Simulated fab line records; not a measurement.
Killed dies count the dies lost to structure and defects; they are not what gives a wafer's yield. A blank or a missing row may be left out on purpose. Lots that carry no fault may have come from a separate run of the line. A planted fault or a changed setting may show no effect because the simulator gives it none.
Which tool was responsible? :: flow rit_cmos :: Sampling: 13 lots, 39 wafers, 5 of 202 route steps

WHAT THE GAUGES SHOWED, per wafer
RIT_ACTIVE_BOW_MEAS_00. Usual: for INCOMING_BOW the level is 0 um and the standard deviation is 6.9.
lot: L333
measured: day 1 20:00
on: film_metro-01
INCOMING_BOW (um): -6 7 16
flag: 

lot: L334
measured: day 2 01:00
on: film_metro-03
INCOMING_BOW (um): 0 4 1
flag: 

lot: L335
measured: day 2 06:00
on: film_metro-03
INCOMING_BOW (um): -3 8 16
flag: 

lot: L336
measured: day 2 11:00
on: film_metro-03
INCOMING_BOW (um): 0 -8 -8
flag: 

lot: L337
measured: day 2 16:01
on: film_metro-04
INCOMING_BOW (um): 3 -4 -6
flag: 

lot: L338
measured: day 2 21:00
on: film_metro-04
INCOMING_BOW (um): -3 13 -2
flag: 

lot: L339
measured: day 3 02:00
on: film_metro-03
INCOMING_BOW (um): -7 -2 -10
flag: 

lot: L341
measured: day 3 12:04
on: film_metro-01
INCOMING_BOW (um): 4 9 -6
flag: 

lot: L344
measured: day 4 03:01
on: film_metro-01
INCOMING_BOW (um): -9 1 -8
flag: 

lot: L347
measured: day 4 18:01
on: film_metro-01
INCOMING_BOW (um): -6 1 10
flag: 

lot: L348
measured: day 4 23:00
on: film_metro-01
INCOMING_BOW (um): -7 11 5
flag: 

lot: L351
measured: day 5 14:00
on: film_metro-03
INCOMING_BOW (um): -5 16 3
flag: 

lot: L352
measured: day 5 19:00
on: film_metro-04
INCOMING_BOW (um): -1 2 2
flag: 

RIT_ACTIVE_THK_MEAS_04. Usual: for ACTIVE_NITRIDE_THK the level is 151.4 nm and the standard deviation is 1.6.
lot: L333
measured: day 1 23:58
on: film_metro-01
ACTIVE_NITRIDE_THK (nm): 151.3 153.0 152.4
flag: 

lot: L334
measured: day 2 04:32
on: film_metro-03
ACTIVE_NITRIDE_THK (nm): 152.2 151.1 150.8
flag: 

lot: L335
measured: day 2 09:32
on: film_metro-03
ACTIVE_NITRIDE_THK (nm): 150.5 150.4 152.4
flag: 

lot: L336
measured: day 2 14:51
on: film_metro-03
ACTIVE_NITRIDE_THK (nm): 151.6 152.1 152.6
flag: 

lot: L337
measured: day 2 20:56
on: film_metro-01
ACTIVE_NITRIDE_THK (nm): 152.1 151.1 151.6
flag: 

lot: L338
measured: day 3 05:04
on: film_metro-01
ACTIVE_NITRIDE_THK (nm): 153.3 154.9 152.6
flag: 

lot: L339
measured: day 3 08:33
on: film_metro-04
ACTIVE_NITRIDE_THK (nm): 151.9 151.2 152.6
flag: 

lot: L341
measured: day 3 16:57
on: film_metro-03
ACTIVE_NITRIDE_THK (nm): 124.1 124.3 123.4
flag: OFF

lot: L344
measured: day 4 07:05
on: film_metro-04
ACTIVE_NITRIDE_THK (nm): 151.2 151.8 152.8
flag: 

lot: L347
measured: day 4 23:43
on: film_metro-04
ACTIVE_NITRIDE_THK (nm): 150.8 150.0 150.1
flag: 

lot: L348
measured: day 5 03:38
on: film_metro-04
ACTIVE_NITRIDE_THK (nm): 148.4 150.1 149.7
flag: 

lot: L351
measured: day 5 18:28
on: film_metro-03
ACTIVE_NITRIDE_THK (nm): 151.2 151.4 150.9
flag: 

lot: L352
measured: day 6 00:04
on: film_metro-03
ACTIVE_NITRIDE_THK (nm): 150.6 149.1 150.4
flag: 

RIT_NWELL_OVL_MEAS_06. Usual: for NWELL_OVL the level is 0.0 nm and the standard deviation is 1.3.
lot: L333
measured: day 2 07:01
on: overlay-01
NWELL_OVL (nm): 4.0 2.5 2.1
flag: 

lot: L334
measured: day 2 11:19
on: overlay-02
NWELL_OVL (nm): -0.6 -0.4 -1.7
flag: 

lot: L335
measured: day 2 19:12
on: overlay-02
NWELL_OVL (nm): 0.3 -0.3 -1.5
flag: 

lot: L336
measured: day 3 03:32
on: overlay-02
NWELL_OVL (nm): 0.3 0.1 2.1
flag: 

lot: L337
measured: day 3 10:20
on: overlay-02
NWELL_OVL (nm): 0.4 2.1 1.2
flag: 

lot: L338
measured: day 3 16:39
on: overlay-02
NWELL_OVL (nm): -1.6 -1.0 -1.2
flag: 

lot: L339
measured: day 3 18:31
on: overlay-01
NWELL_OVL (nm): -0.4 0.0 0.0
flag: 

lot: L341
measured: day 3 23:43
on: overlay-02
NWELL_OVL (nm): -2.1 -2.7 -2.3
flag: 

lot: L344
measured: day 4 15:02
on: overlay-02
NWELL_OVL (nm): -1.6 -2.0 -1.8
flag: 

lot: L347
measured: day 5 06:36
on: overlay-01
NWELL_OVL (nm): -1.3 -2.4 -3.1
flag: 

lot: L348
measured: day 5 12:38
on: overlay-02
NWELL_OVL (nm): 1.1 0.5 -0.5
flag: 

lot: L351
measured: day 6 03:02
on: overlay-01
NWELL_OVL (nm): -0.4 0.7 -0.1
flag: 

lot: L352
measured: day 6 07:07
on: overlay-02
NWELL_OVL (nm): -1.7 -1.5 0.1
flag: 

WHAT TOOL EACH LOT RAN ON (gives the tool, then ch and the chambers of the sampled wafers, and finally the start)
lot: L333
RIT_ACTIVE_CVD_03: lpcvd-02 ch 1, day 1 22:34
RIT_ACTIVE_ETCH_13: rie_diel-03 ch 0,1,3, day 2 01:17

lot: L334
RIT_ACTIVE_CVD_03: lpcvd-02 ch 1, day 2 03:07
RIT_ACTIVE_ETCH_13: rie_diel-04 ch 0,1,2, day 2 05:43

lot: L335
RIT_ACTIVE_CVD_03: lpcvd-02 ch 1, day 2 08:07
RIT_ACTIVE_ETCH_13: rie_diel-03 ch 1,2,3, day 2 10:43

lot: L336
RIT_ACTIVE_CVD_03: lpcvd-02 ch 0, day 2 13:26
RIT_ACTIVE_ETCH_13: rie_diel-04 ch 0,1,3, day 2 16:10

lot: L337
RIT_ACTIVE_CVD_03: lpcvd-01 ch 1, day 2 19:30
RIT_ACTIVE_ETCH_13: rie_diel-04 ch 0,1,3, day 2 22:07

lot: L338
RIT_ACTIVE_CVD_03: lpcvd-02 ch 1, day 3 03:38
RIT_ACTIVE_ETCH_13: rie_diel-04 ch 0,1,2, day 3 06:22

lot: L339
RIT_ACTIVE_CVD_03: lpcvd-02 ch 0, day 3 07:08
RIT_ACTIVE_ETCH_13: rie_diel-03 ch 1,2,3, day 3 09:46

lot: L341
RIT_ACTIVE_CVD_03: lpcvd-02 ch 1, day 3 15:31
RIT_ACTIVE_ETCH_13: rie_diel-03 ch 2,3, day 3 18:06

lot: L344
RIT_ACTIVE_CVD_03: lpcvd-01 ch 0, day 4 05:40
RIT_ACTIVE_ETCH_13: rie_diel-03 ch 1,2, day 4 08:33

lot: L347
RIT_ACTIVE_CVD_03: lpcvd-01 ch 0, day 4 22:18
RIT_ACTIVE_ETCH_13: rie_diel-04 ch 0,1,3, day 5 01:11

lot: L348
RIT_ACTIVE_CVD_03: lpcvd-01 ch 1, day 5 02:13
RIT_ACTIVE_ETCH_13: rie_diel-04 ch 1,2,3, day 5 04:56

lot: L351
RIT_ACTIVE_CVD_03: lpcvd-01 ch 0, day 5 16:20
RIT_ACTIVE_ETCH_13: rie_diel-04 ch 0,1,3, day 5 19:46

lot: L352
RIT_ACTIVE_CVD_03: lpcvd-01 ch 0, day 5 22:39
RIT_ACTIVE_ETCH_13: rie_diel-04 ch 1,3, day 6 01:28
- RIT_ACTIVE_CVD_03: deposits Si3N4 from SiH2Cl2/NH3, target thk 150 nm, time 1500 s.
- RIT_ACTIVE_ETCH_13: etches Si3N4 in SF6, stops on SiO2, time 210 s, target depth 210 nm.

AS READ BY THE TOOLS THEMSELVES (means over the sampled wafers that have a number; for cases with no such wafer, the mark the record gives instead)
RIT_ACTIVE_ETCH_13. Usual: SF6_flow_sccm 200.0 sccm, standard deviation 0.59; drypump_motor_current_A 6.0 A, standard deviation 0.47; oes_product_au 0.824 a.u., standard deviation 0.013; throttle_valve_pct 7.51 %, standard deviation 0.14.
lot: L333
tool: rie_diel-03
SF6_flow_sccm (sccm): 200.1
drypump_motor_current_A (A): 6.1
oes_product_au (a.u.): 0.828
throttle_valve_pct (%): 7.63
flag: 

lot: L334
tool: rie_diel-04
SF6_flow_sccm (sccm): 199.8
drypump_motor_current_A (A): 5.9
oes_product_au (a.u.): 0.818
throttle_valve_pct (%): 7.48
flag: 

lot: L335
tool: rie_diel-03
SF6_flow_sccm (sccm): 200.3
drypump_motor_current_A (A): 5.9
oes_product_au (a.u.): 0.833
throttle_valve_pct (%): 7.55
flag: 

lot: L336
tool: rie_diel-04
SF6_flow_sccm (sccm): 200.0
drypump_motor_current_A (A): 6.2
oes_product_au (a.u.): 0.821
throttle_valve_pct (%): 7.53
flag: 

lot: L337
tool: rie_diel-04
SF6_flow_sccm (sccm): 200.0
drypump_motor_current_A (A): 6.2
oes_product_au (a.u.): 0.826
throttle_valve_pct (%): 7.53
flag: 

lot: L338
tool: rie_diel-04
SF6_flow_sccm (sccm): 200.2
drypump_motor_current_A (A): 5.8
oes_product_au (a.u.): 0.825
throttle_valve_pct (%): 7.49
flag: 

lot: L339
tool: rie_diel-03
SF6_flow_sccm (sccm): 200.0
drypump_motor_current_A (A): 5.9
oes_product_au (a.u.): 0.832
throttle_valve_pct (%): 7.55
flag: 

lot: L341
tool: rie_diel-03
SF6_flow_sccm (sccm): 200.4
drypump_motor_current_A (A): 5.7
oes_product_au (a.u.): 0.759
throttle_valve_pct (%): 7.58
flag: OFF

lot: L344
tool: rie_diel-03
SF6_flow_sccm (sccm): 199.6
drypump_motor_current_A (A): 6.2
oes_product_au (a.u.): 0.835
throttle_valve_pct (%): 7.50
flag: 

lot: L347
tool: rie_diel-04
SF6_flow_sccm (sccm): 200.1
drypump_motor_current_A (A): 6.2
oes_product_au (a.u.): 0.818
throttle_valve_pct (%): 7.52
flag: 

lot: L348
tool: rie_diel-04
SF6_flow_sccm (sccm): 200.4
drypump_motor_current_A (A): 5.7
oes_product_au (a.u.): 0.815
throttle_valve_pct (%): 7.40
flag: 

lot: L351
tool: rie_diel-04
SF6_flow_sccm (sccm): 199.7
drypump_motor_current_A (A): 6.2
oes_product_au (a.u.): 0.821
throttle_valve_pct (%): 7.54
flag: 

lot: L352
tool: rie_diel-04
SF6_flow_sccm (sccm): 199.6
drypump_motor_current_A (A): 6.0
oes_product_au (a.u.): 0.819
throttle_valve_pct (%): 7.50
flag: 

THE ANSWER, worked out from the rows above alone
Rule: a lot counts as off when the mean over its wafers that have a number is more than 3 standard deviations away from the usual mean. A lot without any number at a reading at which 4 lots or more have one is off too. Any other lot the step has rows for is counted as sound. The gauges are gone through in route order, then the tools' own readings, and for those a lot's mean is taken as printed above. At the first step where some lot is off, the reading lying furthest off is the one used; lots without a number count as furthest.
Off: L341, seen at RIT_ACTIVE_THK_MEAS_04 (ACTIVE_NITRIDE_THK).
A tool fits if, at a process step before that reading, it ran every lot that is off, and no sound lot after the first of them. The gauges at RIT_ACTIVE_THK_MEAS_04 aren't tried: what is off there is off at RIT_ACTIVE_ETCH_13 too, on other tools, and a gauge's error can't cause that. One candidate fits, namely lpcvd-02 at RIT_ACTIVE_CVD_03. A fault onset in the window from L339 (day 3 07:08, its last sound lot) to L341 (day 3 15:31, its first lot off) fits.

WHAT WAS PUT IN BY THE SIMULATOR
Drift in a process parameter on lpcvd-02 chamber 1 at RIT_ACTIVE_CVD_03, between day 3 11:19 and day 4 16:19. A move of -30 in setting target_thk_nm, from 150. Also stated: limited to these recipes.
Shown lots that were struck: L341. The rule above reached the same finding.
